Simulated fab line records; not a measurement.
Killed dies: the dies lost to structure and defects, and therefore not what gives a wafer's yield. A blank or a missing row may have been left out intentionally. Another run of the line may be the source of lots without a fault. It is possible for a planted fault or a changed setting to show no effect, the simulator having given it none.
A lot that was struck, set against a sound lot + flow rit cmos + 15 out of 202 route steps
Sound: the wafers L358.1, L358.4, L358.6. Struck: wafers L364.1, L364.3. (L364.2 of the same lot was not struck and is left out.) The cause comes at the end.
At each step with rows: each side's tool, then ch and its chambers, then its first start. Under that, the readings that differ: sound wafers + struck wafers + difference of the means + sigmas: that difference in standard deviations of wafers without a fault.
alike: words and numbers the same on both sides, and readings whose means are apart by under 2 such deviations; not compared: readings that were withheld, readings missing a value for some wafer, numbers with overlapping values and no deviation given by the record, and bounds like >300 which may hide the same value.
A row with sigmas, a row that says differs or no value, or rows on one side alone: a step with any of these is where the two part. Numbers that have no deviation but don't overlap get no sigmas and don't part them. A reading missing from all wafers of one side parts the sides only when that side holds two or more wafers.

first, 1 step without rows for these wafers: RIT_GATE_CVD_08 (deposits poly-Si from SiH4, target thk 250 nm, time 2220 s).
RIT_GATE_THK_MEAS_09:
  sound on film metro-02 at day 4 04:20; struck on film metro-04 at day 5 16:15
  alike: GATE_POLY_THK
then, 6 steps without rows for these wafers: RIT_GATE_HMDS_10 (prime time 60 s); RIT_GATE_COAT_11 (resist thk 850 nm); RIT_GATE_SOFTBAKE_12 (time 60 s); RIT_GATE_EXPOSE_13 (exposes mask M6, target cd 150 nm); RIT_GATE_PEB_14; RIT_GATE_DEVELOP_15 (develop time 50 s).
RIT_GATE_CD_MEAS_16: target cd 150 nm.
  sound on cd sem-01 at day 4 05:14; struck on cd sem-02 at day 5 17:13
  alike: cd nm
RIT_GATE_OVL_MEAS_17:
  sound on overlay-02 at day 4 05:22; struck on overlay-01 at day 5 17:20
  alike: GATE_OVL
then, 1 step without rows for these wafers: RIT_GATE_HARDBAKE_18 (time 60 s).
RIT_GATE_ETCH_19: etches poly-Si in SF6/CHF3/O2, stops on SiO2, time 165 s, target depth 312.5 nm.
  sound on rie si-01 ch 1,2, day 4 05:32; struck on rie si-01 ch 1,3, day 5 17:34
  alike: drypump motor current A, oes product au, throttle valve pct
  not compared: rf hours counter h
RIT_GATE_STRIP_20: strips in O2, time 180 s.
  sound on plasma asher-03 ch 0,1, day 4 05:39; struck on plasma asher-03 ch 0, day 5 17:40
| reading             | sound          | struck    | difference | sigmas |
|---------------------|----------------|-----------|------------|--------|
| o2 flow sccm (sccm) | 4007 3975 3996 | 4789 4802 | +803       | +62    |
  alike: drypump motor current A
  not compared: rf hours counter h
RIT_GATE_CD_MEAS_90: target cd 150 nm.
  sound on cd sem-01 at day 4 05:50; struck on cd sem-01 at day 5 17:50
  alike: cd nm
RIT_M1_PROBE_99:
  the record has rows for the struck wafers here (prober-01, day 6 13:58) and none for the sound ones

## WHERE THEY PART
First at RIT_GATE_STRIP_20; last, within this record, at RIT_M1_PROBE_99.

WHY: what the simulator had put in
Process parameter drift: plasma asher-03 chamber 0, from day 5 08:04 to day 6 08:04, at RIT_GATE_STRIP_20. Setting o2 flow sccm, moved by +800, from 4000. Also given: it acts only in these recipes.
